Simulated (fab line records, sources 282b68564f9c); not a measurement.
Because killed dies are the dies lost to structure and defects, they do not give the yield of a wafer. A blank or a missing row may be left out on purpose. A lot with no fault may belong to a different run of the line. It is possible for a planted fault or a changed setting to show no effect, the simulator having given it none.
fab line records	flow ritCmos
record: lots: 14	wafers: 42	lastDay: 6
route steps=202 shown FOX1@21 NWELL@34 PWELL@47 M1@198
lots that met no fault: taken from a fault-free run of the same line
startH: start of the lot's first displayed wafer, in hours after the record's first day	waitH: hours from the lot's prior step to this one	" as in the row above	L1.1+2: a single row standing in for several wafers	- no value, or no start was given	* or withheld: withheld	< > ~ a bound
route shown NAME@n: NAME is a module with steps in the file, n the number in the route of the first one	usual: mean and standard deviation over wafers with no fault	same: alike in all rows	chamber/n: place in a boat	sites: each site's reading	_std_site: standard deviation of those values	_edge_site: outer sites' mean less inner sites'	radiusMm: how far each site lies from the wafer's centre	mask NAME#n: copy n	behind: the tool/chamber that last shaped the wafer	hold: reason for holding the lot/hours on hold/outcome of the hold	device: names the non-switching transistor (n, p or np)	end of line: the route-end tests of the same wafers	for a step that has no rows: nothing shown but its recipe	killed: count of dies lost to structure and defects at first sort (not the wafer's yield)	map: dies across one wafer; x = killed, . = not, _ = none there
set.NAME: the setting as run; set.NAME@STEP: as run at that earlier step	model.NAME: the simulator's own value behind a step, which no gauge read
one table for each step of the route and one row for each wafer, over a sample of lots
services: from which hour (startH, from the record's first day; less than 0 if before it) a tool's chamber was out of use, for how many hours, and why
== steps ==
step: RIT_FOX1_THK_MEAS_01
recipe: reads: SiO2_of_FOX1_OXIDATION_00
usual: FOX1_OXIDE_THK: 345/6.8
lot.wafer	tool	chamber	startH	waitH	FOX1_OXIDE_THK[nm]
L930.2	filmMetro-02	-	18.66	0.0	361
L930.3	"	-	"	"	357
L930.4	"	-	"	"	363
L931.1	filmMetro-03	-	23.08	0.0	351
L931.3	"	-	"	"	351
L931.6	"	-	"	"	357
L932.3	filmMetro-01	-	27.16	0.0	342
L932.4	"	-	"	"	347
L932.5	"	-	"	"	347
L933.1	filmMetro-01	-	31.90	0.0	349
L933.2	"	-	"	"	352
L933.6	"	-	"	"	350
L934.1	filmMetro-03	-	38.18	0.0	340
L934.4	"	-	"	"	340
L934.5	"	-	"	"	344
L935.1	filmMetro-03	-	42.85	0.0	351
L935.2	"	-	"	"	353
L935.6	"	-	"	"	358
L937.1	filmMetro-03	-	53.85	0.0	348
L937.3	"	-	"	"	345
L937.6	"	-	"	"	337
L938.1	filmMetro-03	-	57.29	0.0	342
L938.2	"	-	"	"	344
L938.4	"	-	"	"	352
L939.1	filmMetro-01	-	61.82	0.0	346
L939.3	"	-	"	"	349
L939.6	"	-	"	"	348
L942.2	filmMetro-03	-	76.95	0.0	336
L942.3	"	-	"	"	331
L942.5	"	-	"	"	332
L943.2	filmMetro-03	-	83.25	0.0	343
L943.5	"	-	"	"	338
L943.6	"	-	"	"	335
L944.3	filmMetro-01	-	87.01	0.0	335
L944.4	"	-	"	"	330
L944.5	"	-	"	"	340
L946.2	filmMetro-01	-	97.31	0.0	344
L946.3	"	-	"	"	336
L946.6	"	-	"	"	336
L947.3	filmMetro-03	-	103.09	0.0	350
L947.4	"	-	"	"	348
L947.5	"	-	"	"	350
step: RIT_NWELL_OVL_MEAS_06
usual: NWELL_OVL: 0.7/1.1
lot.wafer	tool	chamber	startH	waitH	NWELL_OVL[nm]
L930.2	overlay-01	-	22.09	-	-0.4
L930.3	"	-	"	"	0.5
L930.4	"	-	"	"	0.1
L931.1	overlay-02	-	26.51	-	-1.8
L931.3	"	-	"	"	0.9
L931.6	"	-	"	"	0.0
L932.3	overlay-01	-	30.46	-	0.1
L932.4	"	-	"	"	0.7
L932.5	"	-	"	"	-1.1
L933.1	overlay-01	-	35.26	-	1.4
L933.2	"	-	"	"	-0.2
L933.6	"	-	"	"	-0.1
L934.1	overlay-02	-	41.49	-	3.1
L934.4	"	-	"	"	1.8
L934.5	"	-	"	"	2.4
L935.1	overlay-01	-	46.19	-	1.5
L935.2	"	-	"	"	0.7
L935.6	"	-	"	"	2.5
L937.1	overlay-01	-	57.16	-	0.6
L937.3	"	-	"	"	0.8
L937.6	"	-	"	"	1.8
L938.1	overlay-02	-	60.73	-	0.8
L938.2	"	-	"	"	2.3
L938.4	"	-	"	"	0.1
L939.1	overlay-02	-	65.19	-	1.2
L939.3	"	-	"	"	2.5
L939.6	"	-	"	"	-0.5
L942.2	overlay-01	-	81.60	-	1.3
L942.3	"	-	"	"	1.3
L942.5	"	-	"	"	0.0
L943.2	overlay-01	-	86.76	-	2.7
L943.5	"	-	"	"	0.8
L943.6	"	-	"	"	1.8
L944.3	overlay-01	-	90.46	-	2.2
L944.4	"	-	"	"	-1.5
L944.5	"	-	"	"	-0.8
L946.2	overlay-02	-	100.75	-	1.0
L946.3	"	-	"	"	-1.2
L946.6	"	-	"	"	1.5
L947.3	overlay-02	-	106.52	-	1.3
L947.4	"	-	"	"	-0.5
L947.5	"	-	"	"	-1.6
step: RIT_PWELL_IMPLANT_08
recipe: species: B	energyKev: 170	doseCm2: 7e+13	tiltDeg: 7
usual: doseIonsCm2: 7e+13/8.3e+10	faradayCurrentUA: 222/4.1
lot.wafer	tool	chamber	startH	waitH	doseIonsCm2	faradayCurrentUA
L930.2	implanter-01	0	23.97	0.2	7.014e+13	224
L930.3	"	0	"	"	7.003e+13	226
L930.4	"	0	"	"	7.002e+13	224
L931.1	implanter-01	0	28.35	0.2	6.996e+13	218
L931.3	"	0	"	"	7.002e+13	224
L931.6	"	0	"	"	6.997e+13	216
L932.3	implanter-04	0	32.46	0.2	7.007e+13	218
L932.4	"	0	"	"	6.999e+13	221
L932.5	"	0	"	"	6.999e+13	222
L933.1	implanter-04	0	37.22	0.2	6.995e+13	220
L933.2	"	0	"	"	6.992e+13	224
L933.6	"	0	"	"	7.004e+13	226
L934.1	implanter-01	0	43.49	0.2	7e+13	219
L934.4	"	0	"	"	6.996e+13	220
L934.5	"	0	"	"	6.996e+13	223
L935.1	implanter-02	0	48.15	0.2	7.011e+13	229
L935.2	"	0	"	"	7.001e+13	216
L935.6	"	0	"	"	6.995e+13	224
L937.1	implanter-01	0	59.13	0.2	6.993e+13	227
L937.3	"	0	"	"	7.001e+13	215
L937.6	"	0	"	"	6.987e+13	216
L938.1	implanter-04	0	62.79	0.2	6.998e+13	225
L938.2	"	0	"	"	6.992e+13	222
L938.4	"	0	"	"	6.985e+13	221
L939.1	implanter-02	0	67.03	0.2	6.992e+13	224
L939.3	"	0	"	"	7.007e+13	225
L939.6	"	0	"	"	7.001e+13	221
L942.2	implanter-04	0	83.58	0.2	7.009e+13	220
L942.3	"	0	"	"	7.023e+13	223
L942.5	"	0	"	"	7.027e+13	220
L943.2	implanter-04	0	88.61	0.2	4.915e+13	158
L943.5	"	0	"	"	4.91e+13	161
L943.6	"	0	"	"	4.917e+13	157
L944.3	implanter-01	0	92.33	0.2	6.997e+13	222
L944.4	"	0	"	"	7.001e+13	221
L944.5	"	0	"	"	6.996e+13	217
L946.2	implanter-01	0	102.60	0.2	6.998e+13	218
L946.3	"	0	"	"	6.995e+13	223
L946.6	"	0	"	"	7.001e+13	224
L947.3	implanter-04	0	108.57	0.2	4.923e+13	159
L947.4	"	0	"	"	4.918e+13	152
L947.5	"	0	"	"	4.92e+13	156
step: RIT_PWELL_TW_MEAS_10
usual: PWELL_TW: 956/6.9
lot.wafer	tool	chamber	startH	waitH	PWELL_TW
L930.2	filmMetro-01	-	24.28	0.1	958
L930.3	"	-	"	"	958
L930.4	"	-	"	"	958
L931.1	filmMetro-04	-	28.68	0.1	948
L931.3	"	-	"	"	944
L931.6	"	-	"	"	947
L932.3	filmMetro-04	-	32.76	0.1	949
L932.4	"	-	"	"	951
L932.5	"	-	"	"	943
L933.1	filmMetro-04	-	37.55	0.1	944
L933.2	"	-	"	"	944
L933.6	"	-	"	"	944
L934.1	filmMetro-02	-	43.81	0.1	963
L934.4	"	-	"	"	975
L934.5	"	-	"	"	964
L935.1	filmMetro-04	-	48.48	0.1	956
L935.2	"	-	"	"	951
L935.6	"	-	"	"	950
L937.1	filmMetro-01	-	59.45	0.1	958
L937.3	"	-	"	"	963
L937.6	"	-	"	"	960
L938.1	filmMetro-02	-	63.12	0.1	962
L938.2	"	-	"	"	964
L938.4	"	-	"	"	964
L939.1	filmMetro-04	-	67.35	0.1	953
L939.3	"	-	"	"	952
L939.6	"	-	"	"	951
L942.2	filmMetro-04	-	83.89	0.1	951
L942.3	"	-	"	"	949
L942.5	"	-	"	"	949
L943.2	filmMetro-02	-	88.92	0.1	853
L943.5	"	-	"	"	854
L943.6	"	-	"	"	853
L944.3	filmMetro-04	-	92.63	0.1	949
L944.4	"	-	"	"	947
L944.5	"	-	"	"	952
L946.2	filmMetro-01	-	102.91	0.1	957
L946.3	"	-	"	"	956
L946.6	"	-	"	"	962
L947.3	filmMetro-02	-	108.96	0.1	863
L947.4	"	-	"	"	858
L947.5	"	-	"	"	865
step: RIT_WELLDRIVE_RS_MEAS_02
recipe: thkMeasGauge: four-point-probe
usual: PWELL_RS: 429.7/1.1
lot.wafer	tool	chamber	startH	waitH	PWELL_RS[ohm/sq]
L930.2	filmMetro-04	-	29.79	0.1	432.4
L930.3	"	-	"	"	431.0
L930.4	"	-	"	"	431.7
L931.1	filmMetro-02	-	33.94	0.1	429.3
L931.3	"	-	"	"	430.1
L931.6	"	-	"	"	429.0
L932.3	filmMetro-02	-	38.04	0.1	430.5
L932.4	"	-	"	"	429.9
L932.5	"	-	"	"	430.6
L933.1	filmMetro-04	-	43.08	0.1	430.0
L933.2	"	-	"	"	430.2
L933.6	"	-	"	"	429.3
L934.1	filmMetro-02	-	49.13	0.1	428.3
L934.4	"	-	"	"	428.4
L934.5	"	-	"	"	430.2
L935.1	filmMetro-02	-	54.22	0.1	429.7
L935.2	"	-	"	"	430.1
L935.6	"	-	"	"	431.7
L937.1	filmMetro-01	-	64.85	0.1	430.8
L937.3	"	-	"	"	429.7
L937.6	"	-	"	"	429.7
L938.1	filmMetro-01	-	68.38	0.1	431.1
L938.2	"	-	"	"	430.5
L938.4	"	-	"	"	431.0
L939.1	filmMetro-04	-	73.47	0.1	429.2
L939.3	"	-	"	"	430.4
L939.6	"	-	"	"	429.5
L942.2	filmMetro-04	-	89.16	0.1	429.9
L942.3	"	-	"	"	430.0
L942.5	"	-	"	"	430.3
L943.2	filmMetro-02	-	94.25	0.1	540.9
L943.5	"	-	"	"	540.5
L943.6	"	-	"	"	539.9
L944.3	filmMetro-02	-	97.91	0.1	429.0
L944.4	"	-	"	"	428.4
L944.5	"	-	"	"	429.6
L946.2	filmMetro-04	-	108.19	0.1	429.9
L946.3	"	-	"	"	429.6
L946.6	"	-	"	"	429.3
L947.3	filmMetro-02	-	114.25	0.1	534.6
L947.4	"	-	"	"	536.5
L947.5	"	-	"	"	536.3
step: RIT_M1_STRIP_14
recipe: chemistry: O2	timeS: 180	platenTempC: withheld	powerW: 500	pressureMtorr: 4000	o2FlowSccm: 4000
usual: drypumpMotorCurrentA: 5.7/0.39
same: timeS: 180
lot.wafer	tool	chamber	startH	waitH	drypumpMotorCurrentA	rfHoursCounterH
L930.2	plasmaAsher-01	0	56.37	0.0	5.4	40
L930.3	"	1	"	"	6.0	-
L930.4	"	0	"	"	5.4	-
L931.1	plasmaAsher-03	1	60.49	0.0	5.4	43
L931.3	"	1	"	"	5.4	-
L931.6	"	1	"	"	5.4	-
L932.3	plasmaAsher-01	0	67.06	0.1	5.4	-
L932.4	"	1	"	"	6.0	-
L932.5	"	1	"	"	6.0	-
L933.1	plasmaAsher-02	0	71.37	0.0	6.2	26
L933.2	"	1	"	"	6.0	26
L933.6	"	0	"	"	6.3	-
L934.1	plasmaAsher-02	0	75.55	0.0	6.3	27
L934.4	"	1	"	"	6.0	-
L934.5	"	0	"	"	6.3	-
L935.1	plasmaAsher-02	1	80.21	0.0	6.0	27
L935.2	"	0	"	"	6.3	27
L935.6	"	0	"	"	6.3	-
L937.1	plasmaAsher-03	1	91.61	0.0	5.4	46
L937.3	"	1	"	"	5.5	-
L937.6	"	0	"	"	5.2	-
L938.1	plasmaAsher-03	0	97.64	0.0	5.2	47
L938.2	"	1	"	"	5.5	47
L938.4	"	0	"	"	5.3	-
L939.1	plasmaAsher-03	0	99.59	0.0	5.2	47
L939.3	"	0	"	"	5.2	-
L939.6	"	0	"	"	5.2	-
L942.2	plasmaAsher-02	0	115.51	0.0	6.3	31
L942.3	"	0	"	"	6.3	-
L942.5	"	0	"	"	6.3	-
L943.2	plasmaAsher-02	1	121.58	0.0	6.0	32
L943.5	"	0	"	"	6.2	-
L943.6	"	1	"	"	6.0	-
L944.3	plasmaAsher-03	1	125.38	0.1	5.5	-
L944.4	"	0	"	"	5.2	-
L944.5	"	0	"	"	5.2	-
L946.2	plasmaAsher-03	0	134.56	0.0	5.2	51
L946.3	"	0	"	"	5.3	-
L946.6	"	1	"	"	5.4	-
L947.3	plasmaAsher-02	0	140.84	0.1	6.2	-
L947.4	"	1	"	"	6.0	-
L947.5	"	1	"	"	6.0	-
step: RIT_M1_PROBE_99
usual: killed_at_M0_to_M3: 0.0/0.14	killedAtContacts: 0.0/0.22	killedAtFrontEnd: 7/3	killedDies: 7/3.1	killedOpen: 3.4/2.1	killedShort: 3.2/1.9
same: grossDies: 264	killed_at_M4_up: 0	killedAtBackSide: 0	killedAtOther: 0
lot.wafer	tool	chamber	startH	waitH	killed_at_M0_to_M3	killedAtContacts	killedAtFrontEnd	killedDies	killedOpen	killedShort
L942.2	prober-02	-	117.48	0.1	0	0	10	10	7	3
L942.3	prober-02	-	117.53	0.2	0	0	12	12	6	6
L942.5	prober-02	-	117.63	0.2	0	0	9	9	4	5
L944.3	prober-02	-	127.34	0.2	0	0	1	1	1	0
L944.4	prober-02	-	127.39	0.2	0	0	6	6	3	3
L944.5	prober-02	-	127.44	0.2	0	0	5	5	2	3
L946.2	prober-02	-	137.84	0.1	0	0	5	5	2	3
L946.3	prober-02	-	137.89	0.2	0	0	10	10	3	7
L946.6	prober-02	-	138.04	0.2	0	0	4	4	2	2
killed by level:class
L942.2 FOX1:geometricParticle:open=2 GATE:geometricParticle:open=2 SILICIDE:geometricParticle:open=2 FOX1:geometricParticle:short=1 GATE:geometricParticle:short=1 SPACER:geometricParticle:open=1 SPACER:geometricParticle:short=1
L942.3 GATE:geometricParticle:short=3 GATE:geometricParticle:open=2 REOX:geometricParticle:short=2 FOX1:geometricParticle:open=1 REOX:geometricParticle:open=1 SPACER:geometricParticle:open=1 SILICIDE:geometricParticle:short=1 SILICIDE:geometricParticle:open=1
L942.5 GATE:geometricParticle:short=3 GATE:geometricParticle:open=2 REOX:geometricParticle:open=1 REOX:geometricParticle:short=1 SPACER:geometricParticle:open=1 SILICIDE:geometricParticle:short=1
L944.3 SPACER:geometricParticle:open=1
L944.4 GATE:geometricParticle:short=2 FOX1:geometricParticle:short=1 FOX2:geometricParticle:open=1 GATE:geometricParticle:open=1 REOX:geometricParticle:open=1
L944.5 FOX2:geometricParticle:short=2 FOX1:geometricParticle:open=1 GATE:geometricParticle:short=1 SPACER:geometricParticle:open=1
L946.2 FOX1:geometricParticle:short=1 GATE:geometricParticle:open=1 GATE:geometricParticle:short=1 REOX:geometricParticle:open=1 SPACER:geometricParticle:short=1
L946.3 GATE:geometricParticle:short=4 FOX2:geometricParticle:short=2 REOX:geometricParticle:open=1 SPACER:geometricParticle:short=1 SPACER:geometricParticle:open=1 SILICIDE:geometricParticle:open=1
L946.6 FOX1:geometricParticle:short=1 GATE:geometricParticle:short=1 REOX:geometricParticle:open=1 SPACER:geometricParticle:open=1
== services ==
tool	chamber	startH	hours	kind
implanter-04	-	15.75	0.7	repair
plasmaAsher-01	-	17.66	12.7	repair
implanter-01	-	44.20	4.1	pm
implanter-01	-	49.39	4.1	repair
plasmaAsher-01	-	108.75	9.0	pm
plasmaAsher-01	0	108.75	9.0	ventCycle
plasmaAsher-01	1	108.75	9.0	ventCycle
plasmaAsher-03	-	114.87	0.8	repair
implanter-02	-	114.88	8.7	pm
plasmaAsher-01	0	117.75	-	clean
plasmaAsher-01	1	117.75	-	clean
== key ==
firstSign: step: RIT_PWELL_IMPLANT_08	reading: doseIonsCm2	direction: down	sigmas: 99+	usual: 7e+13	struck: 4.917e+13
effect: step: RIT_PWELL_IMPLANT_08	reading: faradayCurrentUA	direction: down	sigmas: 16	usual: 222	struck: 157
effect: step: RIT_PWELL_TW_MEAS_10	reading: PWELL_TW	direction: down	sigmas: 14	usual: 956	struck: 858
effect: step: RIT_WELLDRIVE_RS_MEAS_02	reading: PWELL_RS	direction: up	sigmas: 99+	usual: 429.7	struck: 538.1
metAt RIT_PWELL_IMPLANT_08
struckLots L943,L947
testerLeftOut L943,L947
notActingAt RIT_FOX1_THK_MEAS_01,RIT_NWELL_OVL_MEAS_06,RIT_M1_STRIP_14
onsetBetween 83.58 88.61
fault: kind: processParameterDrift	tool: implanter-04	chamber: -	onsetH: 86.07	steps: RIT_PWELL_IMPLANT_08	channel: doseCm2	offset: -2.0843e+13	shape: step	endH: 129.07	actsIn: theseRecipesOnly	stated: 7e+13
testerLeftOut: of these lots the tester's yield and bins aren't shown, on N5 and GAA mostly nor the transistor test; their killed dies are dies lost to structure and defects alone, not to doping, threshold or leakage, so they don't give the yield
